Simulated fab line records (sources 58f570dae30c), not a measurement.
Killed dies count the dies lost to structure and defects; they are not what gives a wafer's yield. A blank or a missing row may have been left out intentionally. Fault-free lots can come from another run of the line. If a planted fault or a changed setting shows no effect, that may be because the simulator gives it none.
Struck lot and sound lot, side by side	flow berkeley_cmos170	24 out of 331 route steps
Sound: these wafers, L882.1, L882.4, L882.5. Wafers L898.4, L898.5, L898.6 were the ones struck. The cause is given at the end.
Each step with rows lists, per side, the tool, then ch with its chambers, then its first start. Under that, the readings that differ: sound wafers	struck wafers	difference of the means	sigmas: that difference in standard deviations of wafers without a fault.
alike: readings whose means differ by less than 2 such deviations, and words and numbers that are the same on both sides. not compared: withheld readings, readings that some wafer has no value for, bounds like >300 that may hide the same value, and numbers for which the record gives no deviation and whose values overlap.
The two part at a step that has a row with sigmas, a row that says differs or no value, or rows on one side only. Numbers that have no deviation but don't overlap get no sigmas and don't part them. A reading missing from all wafers of one side parts the sides only when that side holds two or more wafers.

UCB170_NWELL_ETCH_13: etches Si3N4 in CH3F/Ar/O2, stops on SiO2, target depth 246.4 nm, time 154 s.
  sound on rie_diel-01 ch 0,1,3, day 3 02:11; struck on rie_diel-03 ch 0,1,3, day 6 11:05
  alike: O2_flow_sccm, chamber_pressure_mTorr, drypump_motor_current_A, oes_product_au, throttle_valve_pct
  not compared: rf_hours_counter_h
following that, these wafers have no rows for 1 step: UCB170_NWELL_IMPLANT_14.
UCB170_NWELL_STRIP_15: strips in O2.
  sound on plasma_asher-04 ch 0,1, day 3 02:27; struck on plasma_asher-04 ch 0,1, day 6 11:19
  alike: chamber_pressure_mTorr, drypump_motor_current_A, oes_product_au, strip_time_to_endpoint_s
  not compared: rf_hours_counter_h
UCB170_NWELL_TW_MEAS_16:
  struck on film_metro-01, day 6 11:25; sound on film_metro-01, day 3 02:33
  alike: NWELL_TW
then, 6 steps without rows for these wafers: UCB170_NWELL_CLEAN_17 (cleans in SPM, time 600 s); UCB170_NWELL_WET_ETCH_18 (etches Si3N4 in H3PO4, time 14400 s); UCB170_NWELL_WET_ETCH_19 (etches SiO2 in BOE, time 22 s); UCB170_PWELL_CLEAN_00 (cleans in SPM, time 600 s); UCB170_PWELL_CLEAN_01 (cleans in dHF, time 60 s); UCB170_PWELL_OXIDATION_02 (target thk 26.4 nm, ox time 1260 s).
UCB170_PWELL_THK_MEAS_03:
  struck on film_metro-01, day 6 20:31; sound on film_metro-01, day 3 12:41
  alike: PWELL_OXIDE_THK
then, 1 step without rows for these wafers: UCB170_PWELL_ANNEAL_04 (time 900 s).
UCB170_PWELL_CVD_05: deposits Si3N4 from SiH2Cl2/NH3, target thk 220 nm, time 3300 s.
  sound on lpcvd-01 ch 0, day 3 17:23; struck on lpcvd-01 ch 0, day 7 02:17
reading	sound	struck	difference	sigmas
spike_tc_centre_C (C)	803.4 803.8 804.1	760.1 760.6 760.4	-43.4	-31
spike_tc_load_C (C)	825.0 823.7 822.5	780.5 779.4 780.3	-43.7	-31
spike_tc_source_C (C)	823.4 824.4 823.1	780.4 779.9 782.9	-42.6	-21
susceptor_temp_C (C)	799.7 799.6 800.0	757.4 757.1 757.4	-42.5	-99 or more
model.Si3N4_of_PWELL_CVD_05.thk_nm (nm)	218.8 217 218.4	98.27 98.16 99.83	-119.31	
UCB170_PWELL_THK_MEAS_06:
  struck on film_metro-03, day 7 04:14; sound on film_metro-03, day 3 19:20
reading	sound	struck	difference	sigmas
PWELL_NITRIDE_THK (nm)	218.8 217.0 218.4	98.2 98.2 99.8	-119.3	-60
then, 6 steps without rows for these wafers: UCB170_PWELL_HMDS_07 (prime time 60 s); UCB170_PWELL_COAT_08 (resist thk 900 nm); UCB170_PWELL_SOFTBAKE_09 (time 60 s); UCB170_PWELL_EXPOSE_10 (exposes mask PWELL, target cd 3000 nm); UCB170_PWELL_PEB_11; UCB170_PWELL_DEVELOP_12 (develop time 45 s).
UCB170_PWELL_OVL_MEAS_13:
  struck on overlay-02, day 7 05:33; sound on overlay-01, day 3 20:55
  alike: PWELL_OVL
UCB170_PWELL_ETCH_14: etches Si3N4 in CH3F/Ar/O2, stops on SiO2, target depth 242 nm, time 151 s.
  sound on rie_diel-03 ch 0,3, day 3 20:57; struck on rie_diel-01 ch 0,1, day 7 05:34
reading	sound	struck	difference	sigmas
oes_product_au (a.u.)	0.910 0.948 0.936	0.626 0.631 0.636	-0.300	-19
model.etch.depth_nm (nm)	218.8 217 218.4	98.27 98.16 99.83	-119.31	
  alike: O2_flow_sccm, chamber_pressure_mTorr, drypump_motor_current_A, throttle_valve_pct
  not compared: rf_hours_counter_h
following that, these wafers have no rows for 1 step: UCB170_PWELL_IMPLANT_15.
-- the record jumps here: 5 days lie between the struck wafers' starts before and after (it left off in module PWELL and takes up again in module M3, whose first step shown is number 331 of the route) --
UCB170_M3_PROBE_99:
  only the struck wafers here have rows in the record (prober-01, day 12 14:01); the sound ones have none

== WHERE THEY PART ==
Earliest at UCB170_PWELL_CVD_05; latest, in this record, at UCB170_M3_PROBE_99.

WHY: whatever the simulator had introduced
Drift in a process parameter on lpcvd-01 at UCB170_PWELL_CVD_05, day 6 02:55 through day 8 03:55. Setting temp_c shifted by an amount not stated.
